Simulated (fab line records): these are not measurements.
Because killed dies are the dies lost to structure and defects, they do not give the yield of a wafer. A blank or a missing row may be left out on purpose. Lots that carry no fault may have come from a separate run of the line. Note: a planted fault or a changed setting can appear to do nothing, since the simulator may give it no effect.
The same fault as seen by 2 desks -- flow berkeley cmos170 -- numbers are kept per desk, each desk with only its own; the story behind them comes last

FROM THE METROLOGY DESK
Lot by lot, what the gauges showed, no matter which tool ran the lot: averages of those sampled wafers that carry a number. Any lot whose mean is over 4 standard deviations away from the usual mean is out of limits and marked OUT; that distance is given in the brackets.
Columns: A = PLDD_TW at UCB170_PLDD_TW_MEAS_11, usual 1004; B = cd nm at UCB170_NLDD_CD_MEAS_06, usual 1199.9 nm; C = NLDD_OVL at UCB170_NLDD_OVL_MEAS_07, usual 2 nm
lot,first seen here,A,B,C
L493,day 8 10:17,991,1200.4,-7
L491,day 8 10:32,992,1199.7,9
L496,day 9 00:22,1030,1201.5,4
L501,day 9 18:29,989,1198.9,8
L511,day 12 00:55,998,1197.7,-1
L512,day 12 10:26,1003,1198.1,5
Finding of this desk: none of the 6 lots has anything out of limits.

THE TOOL OWNER'S DESK: implanter-01
UCB170_NLDD_IMPLANT_09, tool's own readings: per-lot mean of the sampled wafers with a number, covering each lot this tool ran. Any lot whose mean is over 4 standard deviations away from the usual mean is out of limits and marked OUT; that distance is given in the brackets.
Columns: A = rotation deg at UCB170_NLDD_IMPLANT_09, usual 180.00 degrees
lot,first seen here,A
L493,day 8 12:01,180.02
L496,day 9 01:55,270.01 (+99 or more) OUT
L501,day 9 20:43,270.03 (+99 or more) OUT
This desk's verdict: out of limits on L496, L501, starting with L496 at day 9 01:55 (rotation deg at UCB170_NLDD_IMPLANT_09). L493: within limits.

PUT TOGETHER
On L496, L501, at day 9 01:55, an alarm was possible from the tool owner's desk.
Nothing out of limits was seen by the metrology desk.
The metrology desk has L496, L501 on record, within its limits.
On implanter-01, each named lot ran UCB170_NLDD_IMPLANT_09.

WHAT THE SIMULATOR HAD PUT IN
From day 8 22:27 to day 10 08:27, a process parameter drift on implanter-01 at UCB170_NLDD_IMPLANT_09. From 180, the setting rotation deg moved by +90. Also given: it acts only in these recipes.
Lots struck among those shown: L496, L501.
Time in hours from fault onset to the first out-of-limits reading at each desk: the tool owner's desk, 3.
